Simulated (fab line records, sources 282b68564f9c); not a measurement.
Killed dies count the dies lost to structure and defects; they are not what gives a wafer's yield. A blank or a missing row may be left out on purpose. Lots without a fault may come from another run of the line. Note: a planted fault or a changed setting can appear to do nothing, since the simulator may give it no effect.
Split-lot experiment ; flow rit-cmos ; 23 wafers read across 5 lots, on a route 202 steps long

## ON THE SPLIT
At RIT_NSD_IMPLANT_08, the setting dose-cm2 was moved away from the recipe's 1e+15 on 8 of the 23 wafers read, by -6.1% to +2.2%. This setting was run at the recipe's value on the other wafers.

## FROM THE SPLIT TO THE READING: what the file shows between them, 3 steps
- RIT_SDANNEAL_CLEAN_01: cleans in dHF, time 30 s (also split here: time-s)
- RIT_SDANNEAL_CLEAN_02: cleans in SC2, time 600 s
- RIT_SDANNEAL_RTA_03: time 5 s

## THE READING
At RIT_SDANNEAL_RS_MEAS_05, a four-point-probe measurement gives NSD_RS in ohm/sq. On this fab line, fault-free wafers typically give 84.43 ohm/sq with a standard deviation of 0.24 ohm/sq.

wafer;tool, chamber at the split;dose-cm2 as run;against the recipe;NSD_RS, ohm/sq;against lot-mates on the recipe
L078.1;implanter-02, 0;1e+15;recipe;84.49;-
L078.2;implanter-02, 0;1e+15;recipe;84.56;-
L078.3;implanter-02, 0;9.51e+14;-4.9%;88.22;+3.71
L078.5;implanter-02, 0;9.51e+14;-4.9%;87.63;+3.12
L078.6;implanter-02, 0;1e+15;recipe;84.48;-
L079.1;implanter-01, 0;1.022e+15;+2.2%;82.77;-1.64
L079.2;implanter-01, 0;1e+15;recipe;84.49;-
L079.3;implanter-01, 0;1.022e+15;+2.2%;82.95;-1.46
L079.5;implanter-01, 0;1.022e+15;+2.2%;82.66;-1.75
L079.6;implanter-01, 0;1e+15;recipe;84.34;-
L080.2;implanter-02, 0;1e+15;recipe;84.63;-
L080.4;implanter-02, 0;1e+15;recipe;84.23;-
L080.6;implanter-02, 0;1e+15;recipe;84.24;-
L081.2;implanter-03, 0;1e+15;recipe;84.75;-
L081.3;implanter-03, 0;1e+15;recipe;84.49;-
L081.4;implanter-03, 0;1e+15;recipe;84.90;-
L081.5;implanter-03, 0;1e+15;recipe;84.81;-
L081.6;implanter-03, 0;1e+15;recipe;84.66;-
L085.1;implanter-01, 0;9.386e+14;-6.1%;88.59;+4.37
L085.2;implanter-01, 0;9.386e+14;-6.1%;88.73;+4.51
L085.3;implanter-01, 0;1e+15;recipe;84.17;-
L085.4;implanter-01, 0;1e+15;recipe;84.27;-
L085.5;implanter-01, 0;9.386e+14;-6.1%;88.41;+4.19

THE FIT
A straight line over all 23 wafers: NSD_RS changes by -0.688 ohm/sq for each +1% of dose-cm2; r = -0.99; the points scatter about the line by 0.23 ohm/sq.
The same after taking each lot's own level away (the mean of its wafers on the recipe; 23 wafers): -0.71 ohm/sq for each +1%; r = -1.00; scatter 0.16 ohm/sq.
According to that fit, moving dose-cm2 by its largest amount changes the reading by 4.4 ohm/sq.
Across the lots, their own levels run from 84.220 to 84.722 ohm/sq, a range of 2.1 times the standard deviation given above.
The two slopes agree, so the slope changes little with the lot-to-lot level.
Check: for one of the wafers moved furthest among these (-6.1%), held out of the fit, the line's prediction against its lot-mates is +4.34 ohm/sq. It came out at +4.37 ohm/sq against them.

## THESE WAFERS: OTHER SPLITS
Other splits were also applied to these wafers ahead of the reading. Each is held against what the fit with the lots' levels taken away leaves over:
other split on the same wafers;wafers away from the commonest value;r with NSD_RS (lot level and that fit taken away)
RIT_SPACER_CVD_03 temp-c;15;-0.01
RIT_NSD_COAT_01 spin-rpm;8;+0.03
RIT_SDANNEAL_CLEAN_01 time-s;15;-0.03

## FILE'S OWN FIT
NSD_RS changes by -0.707 ohm/sq for each +1% of dose-cm2, r = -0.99.
